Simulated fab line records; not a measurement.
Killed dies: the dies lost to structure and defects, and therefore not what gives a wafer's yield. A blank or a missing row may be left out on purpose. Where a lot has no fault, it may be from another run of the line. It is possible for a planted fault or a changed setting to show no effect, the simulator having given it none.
Which tool is to blame? ; flow rit_cmos ; 7 lots, 21 wafers sampled, at 2 steps of a route of 202

WHAT THE GAUGES SHOWED, per wafer
RIT_SDANNEAL_RS_MEAS_04: measurement is done with a four-point probe.
lot;measured;on;PSD_RS (ohm/sq)
L526;day 3 13:44;film_metro-02;114.8 114.8 114.8
L529;day 4 03:43;film_metro-02;115.4 115.1 114.9
L532;day 4 18:50;film_metro-03;114.9 114.9 114.6
L535;day 5 08:34;film_metro-02;95.8 95.8 95.8
L537;day 5 19:20;film_metro-02;95.7 95.2 95.2
L542;day 7 01:41;film_metro-03;115.1 114.9 115.1
L546;day 7 15:17;film_metro-02;114.6 114.0 114.6

WHICH TOOL RAN EACH LOT (tool, then ch and the chambers of the sampled wafers, then the start)
lot;RIT_SDANNEAL_RTA_03
L526;rtp_anneal-02 ch 0, day 3 13:41
L529;rtp_anneal-01 ch 0, day 4 03:38
L532;rtp_anneal-02 ch 0, day 4 18:46
L535;rtp_anneal-01 ch 0, day 5 08:31
L537;rtp_anneal-01 ch 0, day 5 19:16
L542;rtp_anneal-02 ch 0, day 7 01:38
L546;rtp_anneal-02 ch 0, day 7 15:14
- RIT_SDANNEAL_RTA_03: time 5 s.

THE ANSWER, worked out from the rows above alone
Rule: what is usual is taken from the lots themselves. The widest of any qualifying gaps counts: lots, ordered by their means at a reading, are off when they make up no more than a third of the lots, leave a main group of 4 or more, and stand apart from it by 3 or more times the standard deviation of that group's means. If all means in a main group match to the digits the tables above print for the reading, that group is not used. Also off: a lot with no number at a reading for which 4 or more lots have one. All remaining lots with rows at the step are treated as sound.
Off: L535, L537, seen at RIT_SDANNEAL_RS_MEAS_04 (PSD_RS). Main group: mean 114.8 ohm/sq, sd 0.25.
If a tool, at a process step before that reading, ran all the lots that are off and no sound lot after the first of them, it fits. Those tools and the gauges at RIT_SDANNEAL_RS_MEAS_04 are tried in the same way. One candidate fits, namely rtp_anneal-01 at RIT_SDANNEAL_RTA_03. A fault onset in the window from L529 (day 4 03:38, its last sound lot) to L535 (day 5 08:31, its first lot off) fits.

WHAT THE SIMULATOR HAD PUT IN
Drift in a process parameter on rtp_anneal-01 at RIT_SDANNEAL_RTA_03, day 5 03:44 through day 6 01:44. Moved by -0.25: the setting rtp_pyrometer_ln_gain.
Struck lots among those shown: L535, L537. Same finding as the rule above.
